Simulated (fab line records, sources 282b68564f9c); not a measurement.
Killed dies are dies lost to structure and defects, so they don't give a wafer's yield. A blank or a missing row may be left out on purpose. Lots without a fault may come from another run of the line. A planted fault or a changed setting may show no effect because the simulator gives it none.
A struck lot beside a sound one | flow rit_cmos | 43 steps out of a route of 202
Sound: wafers L218.1, L218.3, L218.5. Struck: wafers L228.4, L228.6. (L228.5 of the same lot was not struck and is left out.) The cause comes at the end.
At each step with rows: each side's tool, then ch and its chambers, then its first start. Under that, the readings that differ: sound wafers | struck wafers | difference of the means | sigmas: that difference in standard deviations of wafers without a fault.
alike: readings whose means differ by less than 2 such deviations, and words and numbers that are the same on both sides. not compared: withheld readings, readings that some wafer has no value for, bounds like >300 that may hide the same value, and numbers for which the record gives no deviation and whose values overlap.
The two part at a step that has a row with sigmas, a row that says differs or no value, or rows on one side only. Numbers that don't overlap but have no deviation are shown without sigmas and don't part them. A reading that every wafer of one side lacks parts them only if that side has two wafers or more.

first, 1 step without rows for these wafers: RIT_NRETRO_IMPLANT_08.
RIT_NRETRO_STRIP_09: strips in O2, time 180 s.
  sound on plasma_asher-04 ch 0,1, day 2 16:47; struck on plasma_asher-02 ch 1, day 4 19:31
  reading                     | sound       | struck  | difference | sigmas
  drypump_motor_current_A (A) | 5.3 5.6 5.3 | 6.7 6.7 | +1.3       | +3
  not compared: rf_hours_counter_h
RIT_NRETRO_TW_MEAS_10:
  sound on film_metro-03, day 2 16:58; struck on film_metro-04, day 4 19:39
  alike: NRETRO_TW
then, 2 steps without rows for these wafers: RIT_PRETRO_HMDS_00 (prime time 60 s); RIT_PRETRO_COAT_01 (resist thk 1300 nm).
RIT_PRETRO_SOFTBAKE_02: time 62.37 s.
  sound on litho_track-01 ch 0, day 2 17:19; struck on litho_track-04 ch 0, day 4 20:07
  alike: plate_sensor_t_centre_C, plate_sensor_t_edge_C, softbake_temp_c
then, 3 steps without rows for these wafers: RIT_PRETRO_EXPOSE_03 (exposes mask M5, target cd 43700 nm); RIT_PRETRO_PEB_04; RIT_PRETRO_DEVELOP_05 (develop time 68 s).
RIT_PRETRO_OVL_MEAS_06:
  sound on overlay-01, day 2 18:02; struck on overlay-01, day 4 20:41
  alike: PRETRO_OVL
then, 2 steps without rows for these wafers: RIT_PRETRO_HARDBAKE_07 (time 120 s); RIT_PRETRO_IMPLANT_08.
RIT_PRETRO_STRIP_09: strips in O2, time 180 s.
  sound on plasma_asher-03 ch 0,1, day 2 18:28; struck on plasma_asher-01 ch 0, day 4 21:09
  alike: drypump_motor_current_A
  not compared: rf_hours_counter_h
RIT_PRETRO_TW_MEAS_10:
  sound on film_metro-03, day 2 18:38; struck on film_metro-02, day 4 21:18
  alike: PRETRO_TW
then, 5 steps without rows for these wafers: RIT_GATE_WET_ETCH_00 (etches SiO2 in BOE, target depth 56 nm, time 62.87 s); RIT_GATE_CLEAN_01 (cleans in SC1, time 600 s); RIT_GATE_CLEAN_02 (cleans in dHF, time 30 s); RIT_GATE_CLEAN_03 (cleans in SC2, time 600 s); RIT_GATE_CLEAN_04 (cleans in dHF, time 60 s).
RIT_FOX2_THK_MEAS_91:
  sound on film_metro-01, day 2 19:07; struck on film_metro-01, day 4 21:50
  alike: FIELD_OXIDE_LEFT_2_THK
then, 2 steps without rows for these wafers: RIT_GATE_OXIDATION_05 (target thk 3 nm, ox time 270 s); RIT_GATE_ANNEAL_06 (time 600 s).
RIT_GATE_THK_MEAS_07:
  sound on film_metro-04, day 2 22:12; struck on film_metro-03, day 5 02:45
  alike: GATE_OXIDE_THK
then, 1 step without rows for these wafers: RIT_GATE_CVD_08 (deposits poly-Si from SiH4, target thk 250 nm, time 2220 s).
RIT_GATE_THK_MEAS_09:
  sound on film_metro-03, day 2 23:52; struck on film_metro-03, day 5 04:26
  reading            | sound             | struck      | difference | sigmas
  GATE_POLY_THK (nm) | 244.0 244.4 244.6 | 254.1 251.3 | +8.4       | +3
then, 6 steps without rows for these wafers: RIT_GATE_HMDS_10 (prime time 60 s); RIT_GATE_COAT_11 (resist thk 850 nm); RIT_GATE_SOFTBAKE_12 (time 60 s); RIT_GATE_EXPOSE_13 (exposes mask M6, target cd 150 nm); RIT_GATE_PEB_14; RIT_GATE_DEVELOP_15 (develop time 50 s).
RIT_GATE_CD_MEAS_16: target cd 150 nm.
  sound on cd_sem-01, day 3 00:55; struck on cd_sem-01, day 5 05:30
  alike: cd_nm
RIT_GATE_OVL_MEAS_17:
  sound on overlay-02, day 3 01:02; struck on overlay-01, day 5 05:34
  alike: GATE_OVL
then, 1 step without rows for these wafers: RIT_GATE_HARDBAKE_18 (time 60 s).
RIT_GATE_ETCH_19: etches poly-Si in SF6/CHF3/O2, stops on SiO2, time 165 s, target depth 312.5 nm.
  sound on rie_si-02 ch 1,3, day 3 01:13; struck on rie_si-02 ch 1,3, day 5 05:44
  alike: drypump_motor_current_A, oes_product_au, throttle_valve_pct
  not compared: rf_hours_counter_h
RIT_GATE_STRIP_20: strips in O2, time 180 s.
  sound on plasma_asher-03 ch 0,1, day 3 01:19; struck on plasma_asher-01 ch 0, day 5 05:55
  alike: drypump_motor_current_A
  not compared: rf_hours_counter_h
RIT_GATE_CD_MEAS_90: target cd 150 nm.
  sound on cd_sem-02, day 3 01:30; struck on cd_sem-01, day 5 06:05
  alike: cd_nm
then, 4 steps without rows for these wafers: RIT_REOX_CLEAN_00 (cleans in SC1, time 600 s); RIT_REOX_CLEAN_01 (cleans in dHF, time 30.56 s); RIT_REOX_CLEAN_02 (cleans in SC2, time 600 s); RIT_REOX_OXIDATION_03 (target thk 25.2 nm, ox time 5580 s).
RIT_REOX_THK_MEAS_04:
  sound on film_metro-02, day 3 05:04; struck on film_metro-01, day 5 09:51
  reading             | sound          | struck    | difference | sigmas
  REOX_OXIDE_THK (nm) | 26.2 26.3 25.7 | 25.1 24.7 | -1.2       | -2
RIT_M1_PROBE_99:
  the record has rows for the struck wafers here (prober-01, day 6 02:41) and none for the sound ones

WHERE THEY PART
First at RIT_NRETRO_STRIP_09; last, within this record, at RIT_M1_PROBE_99.

WHY: what the simulator had put in
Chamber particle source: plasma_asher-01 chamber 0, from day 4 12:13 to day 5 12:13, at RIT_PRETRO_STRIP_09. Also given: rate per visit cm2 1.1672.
